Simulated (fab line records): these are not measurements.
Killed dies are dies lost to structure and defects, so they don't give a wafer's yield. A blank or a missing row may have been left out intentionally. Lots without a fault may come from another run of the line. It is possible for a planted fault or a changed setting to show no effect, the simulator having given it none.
Commonality check across tools ; flow berkeley_cmos170 ; Sampled: 13 lots, 37 wafers

REASON FOR OPENING
1 of 13 lots carry a flag on the reading M1_AL_RS at UCB170_M1_RS_MEAS_01. Wafers without a fault read 0.0485 ohm/sq, standard deviation 0.00045.
Rule: a lot is flagged in two cases, either no wafer of it has a number, or all its wafers with numbers fall more than 4 standard deviations from that mean. As for the other lots, they are considered sound.

lot;measured;on;M1_AL_RS (ohm/sq), wafer by wafer;flag
L519;day 7 04:27;film_metro-03;0.0493 0.0502 0.0489;
L521;day 7 14:10;film_metro-04;0.0488 0.0484 0.0487;
L523;day 8 08:41;film_metro-04;0.0554;FLAGGED
L527;day 8 21:22;film_metro-01;0.0487 0.0480 0.0486;
L530;day 9 11:49;film_metro-03;0.0487 0.0488 0.0490;
L529;day 9 11:57;film_metro-04;0.0487 0.0486 0.0486;
L532;day 9 18:05;film_metro-04;0.0488 0.0489 0.0487;
L534;day 10 02:52;film_metro-01;0.0488 0.0486 0.0487;
L536;day 10 11:30;film_metro-04;0.0481 0.0481 0.0478;
L539;day 10 17:21;film_metro-03;0.0477 0.0485 0.0481;
L538;day 10 19:43;film_metro-01;0.0483 0.0486 0.0485;
L535;day 10 20:07;film_metro-01;0.0487 0.0485 0.0489;
L541;day 11 05:46;film_metro-01;0.0480 0.0482 0.0480;
The mean of the flagged lots' numbers is 0.0554 ohm/sq, +0.0069 ohm/sq from the usual (+15 standard deviations).

WHICH TOOL EACH LOT WENT THROUGH
The record keeps 1 process step preceding the reading, out of 331 steps on the route. Each cell gives the tool, then ch followed by the chambers the sampled wafers passed through, then the start.
lot;flag;UCB170_M1_SPUTTER_00
L519;;pvd_sputter-01, day 7 04:22
L521;;pvd_sputter-01, day 7 14:06
L523;FLAGGED;pvd_sputter-01, day 8 08:34
L527;;pvd_sputter-03, day 8 21:17
L530;;pvd_sputter-02, day 9 11:45
L529;;pvd_sputter-03, day 9 11:51
L532;;pvd_sputter-02, day 9 18:01
L534;;pvd_sputter-02, day 10 02:47
L536;;pvd_sputter-02, day 10 11:24
L539;;pvd_sputter-02, day 10 17:17
L538;;pvd_sputter-03, day 10 19:39
L535;;pvd_sputter-02, day 10 20:00
L541;;pvd_sputter-03, day 11 05:43
These steps, and what they do:
- UCB170_M1_SPUTTER_00: material Al, target thk 600 nm, time 80 s.
- UCB170_M1_RS_MEAS_01: measures by four-point-probe.

FLAGGED OVER TOTAL, TOOL BY TOOL (the gauges that took the reading come last)
step;tool;lots run;flagged;share of the flagged lots;sound lots run after its first flagged lot
UCB170_M1_SPUTTER_00;pvd_sputter-01;3;1;all;0
UCB170_M1_SPUTTER_00;pvd_sputter-02;6;0;none;-
UCB170_M1_SPUTTER_00;pvd_sputter-03;4;0;none;-
UCB170_M1_RS_MEAS_01;film_metro-01;5;0;none;-
UCB170_M1_RS_MEAS_01;film_metro-03;3;0;none;-
UCB170_M1_RS_MEAS_01;film_metro-04;5;1;all;3 (L529,L532,L536)

WHAT THE TABLE PERMITS
Table rows that saw every flagged lot: 2, namely pvd_sputter-01 at UCB170_M1_SPUTTER_00 and film_metro-04 at UCB170_M1_RS_MEAS_01.
- pvd_sputter-01 at UCB170_M1_SPUTTER_00: 1 of its 3 lots flagged. It ran its last sound lot, L521, at day 7 14:06 and its first flagged lot, L523, at day 8 08:34: a fault with its onset between the two fits.
- film_metro-04 at UCB170_M1_RS_MEAS_01: 1 of its 5 lots flagged. After the first flagged lot (L529, L532, L536), sound lots still ran on it; a lasting fault on the whole tool would not permit that.
What remains is a single tool, pvd_sputter-01 at UCB170_M1_SPUTTER_00.

WHAT THE SIMULATOR HAD PUT IN
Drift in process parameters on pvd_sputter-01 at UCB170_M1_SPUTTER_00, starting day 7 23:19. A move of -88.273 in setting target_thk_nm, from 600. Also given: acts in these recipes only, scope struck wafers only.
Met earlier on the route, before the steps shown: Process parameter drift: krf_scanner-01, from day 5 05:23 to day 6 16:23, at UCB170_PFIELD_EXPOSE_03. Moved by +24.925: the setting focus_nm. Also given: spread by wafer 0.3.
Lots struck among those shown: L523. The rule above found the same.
